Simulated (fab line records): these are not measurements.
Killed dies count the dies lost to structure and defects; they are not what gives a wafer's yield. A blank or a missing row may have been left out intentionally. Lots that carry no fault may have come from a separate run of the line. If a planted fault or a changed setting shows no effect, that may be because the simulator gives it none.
Which of the tools did it? + flow berkeley-cmos170 + 42 wafers from 14 lots sampled at 3 of the route's 331 steps

WHAT THE GAUGES SHOWED, per wafer
UCB170_M3_RS_MEAS_02: a four-point-probe measurement.
| lot  | measured     | on            | M3_AL_RS (ohm/sq)    |
|------|--------------|---------------|----------------------|
| L277 | day 7 22:16  | film-metro-01 | 0.0315 0.0317 0.0313 |
| L276 | day 7 22:45  | film-metro-02 | 0.0325 0.0326 0.0330 |
| L280 | day 8 17:51  | film-metro-01 | 0.0321 0.0324 0.0319 |
| L281 | day 8 18:11  | film-metro-04 | 0.0321 0.0321 0.0326 |
| L282 | day 9 06:27  | film-metro-04 | 0.0322 0.0321 0.0319 |
| L284 | day 9 14:56  | film-metro-01 | 0.0321 0.0322 0.0325 |
| L286 | day 9 23:19  | film-metro-04 | 0.0314 0.0324 0.0320 |
| L287 | day 10 04:03 | film-metro-04 | 0.0322 0.0313 0.0321 |
| L291 | day 10 14:49 | film-metro-01 | 0.0317 0.0315 0.0315 |
| L288 | day 10 15:07 | film-metro-02 | 0.0322 0.0362 0.0325 |
| L290 | day 10 15:17 | film-metro-02 | 0.0356 0.0358 0.0323 |
| L292 | day 11 10:31 | film-metro-02 | 0.0317 0.0317 0.0312 |
| L294 | day 11 11:23 | film-metro-02 | 0.0317 0.0322 0.0320 |
| L299 | day 12 09:07 | film-metro-01 | 0.0317 0.0321 0.0321 |

UCB170_M3_THK_MEAS_03: measures by xrf.
| lot  | measured     | on            | M3_AL_THK (nm) |
|------|--------------|---------------|----------------|
| L277 | day 7 22:23  | film-metro-01 | 921 916 919    |
| L276 | day 7 22:52  | film-metro-02 | 899 899 886    |
| L280 | day 8 17:58  | film-metro-01 | 914 901 913    |
| L281 | day 8 18:17  | film-metro-04 | 920 918 907    |
| L282 | day 9 06:33  | film-metro-04 | 905 910 917    |
| L284 | day 9 15:03  | film-metro-01 | 912 912 902    |
| L286 | day 9 23:26  | film-metro-04 | 935 907 918    |
| L287 | day 10 04:10 | film-metro-04 | 911 939 909    |
| L291 | day 10 14:56 | film-metro-01 | 924 931 927    |
| L288 | day 10 15:12 | film-metro-02 | 908 813 903    |
| L290 | day 10 15:25 | film-metro-02 | 819 819 907    |
| L292 | day 11 10:38 | film-metro-02 | 917 913 924    |
| L294 | day 11 11:29 | film-metro-02 | 915 904 910    |
| L299 | day 12 09:13 | film-metro-01 | 917 908 903    |

TOOL THAT RAN EACH LOT (tool first, then ch and the chambers of the sampled wafers, then the start)
| lot  | UCB170_M3_SPUTTER_01         |
|------|------------------------------|
| L277 | pvd-sputter-04, day 7 22:11  |
| L276 | pvd-sputter-01, day 7 22:39  |
| L280 | pvd-sputter-02, day 8 17:46  |
| L281 | pvd-sputter-01, day 8 18:04  |
| L282 | pvd-sputter-01, day 9 06:18  |
| L284 | pvd-sputter-04, day 9 14:50  |
| L286 | pvd-sputter-01, day 9 23:13  |
| L287 | pvd-sputter-01, day 10 03:58 |
| L291 | pvd-sputter-04, day 10 14:43 |
| L288 | pvd-sputter-01, day 10 14:58 |
| L290 | pvd-sputter-01, day 10 15:12 |
| L292 | pvd-sputter-04, day 11 10:25 |
| L294 | pvd-sputter-04, day 11 11:15 |
| L299 | pvd-sputter-04, day 12 09:00 |
- UCB170_M3_SPUTTER_01: material Al, target thk 900 nm, time 120 s.

AS READ BY THE TOOLS THEMSELVES (means over the sampled wafers that have a number; for cases with no such wafer, the mark the record gives instead)
UCB170_M3_SPUTTER_01.
| lot  | tool           | chamber-pressure-pa (Pa) | throttle-valve-pct (%) |
|------|----------------|--------------------------|------------------------|
| L277 | pvd-sputter-04 | 0.5000                   | 30.8                   |
| L276 | pvd-sputter-01 | 0.4997                   | 30.0                   |
| L280 | pvd-sputter-02 | 0.4999                   | 30.6                   |
| L281 | pvd-sputter-01 | 0.4997                   | 30.4                   |
| L282 | pvd-sputter-01 | 0.5001                   | 30.1                   |
| L284 | pvd-sputter-04 | 0.4993                   | 30.8                   |
| L286 | pvd-sputter-01 | 0.5001                   | 29.2                   |
| L287 | pvd-sputter-01 | 0.5004                   | 29.3                   |
| L291 | pvd-sputter-04 | 0.5012                   | 30.7                   |
| L288 | pvd-sputter-01 | 0.5001                   | 29.6                   |
| L290 | pvd-sputter-01 | 0.5002                   | 29.2                   |
| L292 | pvd-sputter-04 | 0.4999                   | 31.0                   |
| L294 | pvd-sputter-04 | 0.5001                   | 31.1                   |
| L299 | pvd-sputter-04 | 0.4998                   | 31.0                   |

THE ANSWER, worked out from the rows above alone
Rule: what is usual is taken from the lots themselves. The widest of any qualifying gaps counts: lots, ordered by their means at a reading, are off when they make up no more than a third of the lots, leave a main group of 4 or more, and stand apart from it by 3 or more times the standard deviation of that group's means. Not used: any main group whose means are identical at the precision the tables above print for the reading. A lot without any number at a reading at which 4 lots or more have one is off too. Where the step has rows for the other lots, those lots are counted as sound. The gauges are gone through in route order, then the tools' own readings, and for those a lot's mean is taken as printed above. At the first step where some lot is off, the reading lying furthest off is the one used; lots without a number count as furthest.
No lot is off on any of the readings shown, so nothing can be concluded from this.

WHAT THE SIMULATOR HAD PUT IN
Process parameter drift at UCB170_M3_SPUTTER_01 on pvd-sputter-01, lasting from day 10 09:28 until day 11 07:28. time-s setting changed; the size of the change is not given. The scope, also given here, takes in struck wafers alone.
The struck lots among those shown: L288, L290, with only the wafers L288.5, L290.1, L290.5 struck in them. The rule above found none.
